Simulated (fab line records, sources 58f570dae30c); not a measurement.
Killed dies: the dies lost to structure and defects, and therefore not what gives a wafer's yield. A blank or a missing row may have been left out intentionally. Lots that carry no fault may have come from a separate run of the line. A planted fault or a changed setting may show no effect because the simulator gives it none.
Which tool is to blame? / flow berkeleyCmos170 / 45 wafers from 15 lots sampled at 5 of the route's 331 steps

WHAT THE GAUGES READ, wafer by wafer
UCB170_ACTIVE_THK_MEAS_03.
lot=L317; measured=day 4 13:20; on=filmMetro-02; ACTIVE_OXIDE_THK (nm)=26.8 26.1 26.8
lot=L318; measured=day 4 13:20; on=filmMetro-01; ACTIVE_OXIDE_THK (nm)=25.9 26.1 26.3
lot=L319; measured=day 4 13:22; on=filmMetro-03; ACTIVE_OXIDE_THK (nm)=26.4 25.9 25.6
lot=L320; measured=day 5 00:26; on=filmMetro-02; ACTIVE_OXIDE_THK (nm)=25.5 25.4 25.8
lot=L324; measured=day 5 09:11; on=filmMetro-03; ACTIVE_OXIDE_THK (nm)=26.9 27.3 27.0
lot=L323; measured=day 5 09:12; on=filmMetro-02; ACTIVE_OXIDE_THK (nm)=26.7 26.1 25.7
lot=L321; measured=day 5 09:13; on=filmMetro-01; ACTIVE_OXIDE_THK (nm)=27.2 26.9 27.3
lot=L322; measured=day 5 09:15; on=filmMetro-03; ACTIVE_OXIDE_THK (nm)=26.2 26.1 26.4
lot=L326; measured=day 6 03:13; on=filmMetro-03; ACTIVE_OXIDE_THK (nm)=25.9 26.0 26.3
lot=L325; measured=day 6 03:14; on=filmMetro-01; ACTIVE_OXIDE_THK (nm)=26.4 26.8 26.5
lot=L328; measured=day 6 18:02; on=filmMetro-03; ACTIVE_OXIDE_THK (nm)=26.6 26.9 26.5
lot=L329; measured=day 6 18:02; on=filmMetro-01; ACTIVE_OXIDE_THK (nm)=26.3 26.1 26.1
lot=L327; measured=day 6 18:04; on=filmMetro-02; ACTIVE_OXIDE_THK (nm)=26.3 26.1 26.2
lot=L337; measured=day 8 15:50; on=filmMetro-03; ACTIVE_OXIDE_THK (nm)=27.3 27.0 26.7
lot=L338; measured=day 8 15:56; on=filmMetro-01; ACTIVE_OXIDE_THK (nm)=27.0 27.2 26.4

UCB170_FIELD_THK_MEAS_90.
lot=L317; measured=day 5 16:31; on=filmMetro-04; FIELD_OXIDE_LEFT_1_THK (nm)=434 435 438
lot=L318; measured=day 5 16:31; on=filmMetro-03; FIELD_OXIDE_LEFT_1_THK (nm)=441 447 453
lot=L319; measured=day 5 16:31; on=filmMetro-01; FIELD_OXIDE_LEFT_1_THK (nm)=432 425 431
lot=L320; measured=day 6 01:01; on=filmMetro-04; FIELD_OXIDE_LEFT_1_THK (nm)=435 431 433
lot=L324; measured=day 6 13:29; on=filmMetro-03; FIELD_OXIDE_LEFT_1_THK (nm)=423 433 429
lot=L323; measured=day 6 13:33; on=filmMetro-01; FIELD_OXIDE_LEFT_1_THK (nm)=453 456 450
lot=L321; measured=day 6 13:29; on=filmMetro-01; FIELD_OXIDE_LEFT_1_THK (nm)=450 456 435
lot=L322; measured=day 6 13:29; on=filmMetro-04; FIELD_OXIDE_LEFT_1_THK (nm)=435 434 428
lot=L326; measured=day 7 14:17; on=filmMetro-04; FIELD_OXIDE_LEFT_1_THK (nm)=444 451 448
lot=L325; measured=day 7 14:19; on=filmMetro-03; FIELD_OXIDE_LEFT_1_THK (nm)=445 445 436
lot=L328; measured=day 7 23:56; on=filmMetro-04; FIELD_OXIDE_LEFT_1_THK (nm)=462 454 452
lot=L329; measured=day 7 23:59; on=filmMetro-04; FIELD_OXIDE_LEFT_1_THK (nm)=430 432 437
lot=L327; measured=day 7 23:53; on=filmMetro-04; FIELD_OXIDE_LEFT_1_THK (nm)=447 438 435
lot=L337; measured=day 9 17:26; on=filmMetro-04; FIELD_OXIDE_LEFT_1_THK (nm)=433 440 435
lot=L338; measured=day 9 17:31; on=filmMetro-01; FIELD_OXIDE_LEFT_1_THK (nm)=438 430 432

UCB170_PVT_OVL_MEAS_06.
lot=L317; measured=day 6 08:36; on=overlay-02; PVT_OVL (nm)=4 -4 1
lot=L318; measured=day 6 08:50; on=overlay-01; PVT_OVL (nm)=6 17 6
lot=L319; measured=day 6 08:58; on=overlay-02; PVT_OVL (nm)=-3 3 3
lot=L320; measured=day 7 04:28; on=overlay-01; PVT_OVL (nm)=-5 -3 -10
lot=L324; measured=day 7 17:11; on=overlay-01; PVT_OVL (nm)=-5 -10 0
lot=L323; measured=day 7 17:37; on=overlay-02; PVT_OVL (nm)=3 -2 4
lot=L321; measured=day 7 17:16; on=overlay-02; PVT_OVL (nm)=0 3 -3
lot=L322; measured=day 7 17:30; on=overlay-01; PVT_OVL (nm)=0 -1 1
lot=L326; measured=day 8 09:53; on=overlay-02; PVT_OVL (nm)=-2 -8 0
lot=L325; measured=day 8 10:14; on=overlay-02; PVT_OVL (nm)=-4 -3 -5
lot=L328; measured=day 8 18:31; on=overlay-01; PVT_OVL (nm)=-7 -6 -8
lot=L329; measured=day 8 18:45; on=overlay-02; PVT_OVL (nm)=-4 -2 1
lot=L327; measured=day 8 18:24; on=overlay-02; PVT_OVL (nm)=-4 1 -4
lot=L337; measured=day 10 11:38; on=overlay-01; PVT_OVL (nm)=-5 -3 -9
lot=L338; measured=day 10 12:08; on=overlay-02; PVT_OVL (nm)=7 13 5

UCB170_GATE_THK_MEAS_02.
lot=L317; measured=day 6 18:20; on=filmMetro-01; GATE_OXIDE_THK (nm)=6.80 6.59 6.78
lot=L318; measured=day 6 18:20; on=filmMetro-04; GATE_OXIDE_THK (nm)=6.58 6.46 6.65
lot=L319; measured=day 6 18:23; on=filmMetro-02; GATE_OXIDE_THK (nm)=6.50 6.52 6.58
lot=L320; measured=day 7 12:05; on=filmMetro-02; GATE_OXIDE_THK (nm)=6.43 6.44 6.54
lot=L324; measured=day 7 23:09; on=filmMetro-04; GATE_OXIDE_THK (nm)=6.70 6.60 6.75
lot=L323; measured=day 7 23:13; on=filmMetro-02; GATE_OXIDE_THK (nm)=6.49 6.33 6.53
lot=L321; measured=day 7 23:09; on=filmMetro-02; GATE_OXIDE_THK (nm)=6.25 6.39 6.43
lot=L322; measured=day 7 23:13; on=filmMetro-04; GATE_OXIDE_THK (nm)=6.43 6.40 6.36
lot=L326; measured=day 8 14:29; on=filmMetro-01; GATE_OXIDE_THK (nm)=6.41 6.58 6.57
lot=L325; measured=day 8 14:31; on=filmMetro-02; GATE_OXIDE_THK (nm)=6.56 6.64 6.64
lot=L328; measured=day 9 00:16; on=filmMetro-04; GATE_OXIDE_THK (nm)=5.81 5.86 5.67
lot=L329; measured=day 9 00:16; on=filmMetro-02; GATE_OXIDE_THK (nm)=5.57 5.52 5.56
lot=L327; measured=day 9 00:17; on=filmMetro-01; GATE_OXIDE_THK (nm)=5.65 5.66 5.72
lot=L337; measured=day 10 17:29; on=filmMetro-02; GATE_OXIDE_THK (nm)=6.55 6.44 6.43
lot=L338; measured=day 10 17:31; on=filmMetro-01; GATE_OXIDE_THK (nm)=6.41 6.41 6.35

EACH LOT AND THE TOOL THAT RAN IT (in order: tool; ch and the chambers of the sampled wafers; start)
lot=L317; UCB170_GATE_OXIDATION_01=furnace-01 ch 0, day 6 16:50
lot=L318; UCB170_GATE_OXIDATION_01=furnace-01 ch 0, day 6 16:50
lot=L319; UCB170_GATE_OXIDATION_01=furnace-01 ch 0, day 6 16:50
lot=L320; UCB170_GATE_OXIDATION_01=furnace-04 ch 0, day 7 10:35
lot=L324; UCB170_GATE_OXIDATION_01=furnace-01 ch 0, day 7 21:39
lot=L323; UCB170_GATE_OXIDATION_01=furnace-01 ch 0, day 7 21:39
lot=L321; UCB170_GATE_OXIDATION_01=furnace-01 ch 0, day 7 21:39
lot=L322; UCB170_GATE_OXIDATION_01=furnace-01 ch 0, day 7 21:39
lot=L326; UCB170_GATE_OXIDATION_01=furnace-02 ch 0, day 8 12:59
lot=L325; UCB170_GATE_OXIDATION_01=furnace-02 ch 0, day 8 12:59
lot=L328; UCB170_GATE_OXIDATION_01=furnace-02 ch 0, day 8 22:45
lot=L329; UCB170_GATE_OXIDATION_01=furnace-02 ch 0, day 8 22:45
lot=L327; UCB170_GATE_OXIDATION_01=furnace-02 ch 0, day 8 22:45
lot=L337; UCB170_GATE_OXIDATION_01=furnace-04 ch 0, day 10 15:59
lot=L338; UCB170_GATE_OXIDATION_01=furnace-04 ch 0, day 10 15:59
- UCB170_GATE_OXIDATION_01: target thk 6.6 nm, ox time 1800 s.

AS READ BY THE TOOLS THEMSELVES (means over the sampled wafers that have a number; for cases with no such wafer, the mark the record gives instead)
UCB170_GATE_OXIDATION_01.
lot=L317 tool=furnace-01 oxTempCMax=851.9
lot=L318 tool=furnace-01 oxTempCMax=852.1
lot=L319 tool=furnace-01 oxTempCMax=851.8
lot=L320 tool=furnace-04 oxTempCMax=853.4
lot=L324 tool=furnace-01 oxTempCMax=851.8
lot=L323 tool=furnace-01 oxTempCMax=852.5
lot=L321 tool=furnace-01 oxTempCMax=853.3
lot=L322 tool=furnace-01 oxTempCMax=851.6
lot=L326 tool=furnace-02 oxTempCMax=853.9
lot=L325 tool=furnace-02 oxTempCMax=853.3
lot=L328 tool=furnace-02 oxTempCMax=853.7
lot=L329 tool=furnace-02 oxTempCMax=854.7
lot=L327 tool=furnace-02 oxTempCMax=854.7
lot=L337 tool=furnace-04 oxTempCMax=853.4
lot=L338 tool=furnace-04 oxTempCMax=853.8

THE ANSWER, worked out from the rows above alone
Rule: what is usual is taken from the lots themselves. The widest of any qualifying gaps counts: lots, ordered by their means at a reading, are off when they make up no more than a third of the lots, leave a main group of 4 or more, and stand apart from it by 3 or more times the standard deviation of that group's means. A main group whose means are all the same, to the digits that the tables above print for the reading, isn't used. Also off: a lot with no number at a reading for which 4 or more lots have one. Any other lot the step has rows for is counted as sound. After the gauges, taken in route order, come the tools' own readings; for these a lot's mean is taken, as printed above. At the first step where some lot is off, the reading lying furthest off is the one used; lots without a number count as furthest.
Off: L328, L329, L327, at UCB170_GATE_THK_MEAS_02 (GATE_OXIDE_THK). Main group: mean 6.51 nm, sd 0.11.
If a tool, at a process step before that reading, ran all the lots that are off and no sound lot after the first of them, it fits. Gauges at UCB170_GATE_THK_MEAS_02: tried the same way as those tools. One candidate fits, namely furnace-02 at UCB170_GATE_OXIDATION_01. Its last sound lot is L325 (day 8 12:59), its first lot that is off L327 (day 8 22:45): a fault that began between those two fits.

WHAT HAD BEEN PUT IN BY THE SIMULATOR
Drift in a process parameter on furnace-02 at UCB170_GATE_OXIDATION_01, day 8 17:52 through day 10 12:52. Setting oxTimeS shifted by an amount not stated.
Shown lots that were struck: L328, L329, L327. Same finding as the rule above.
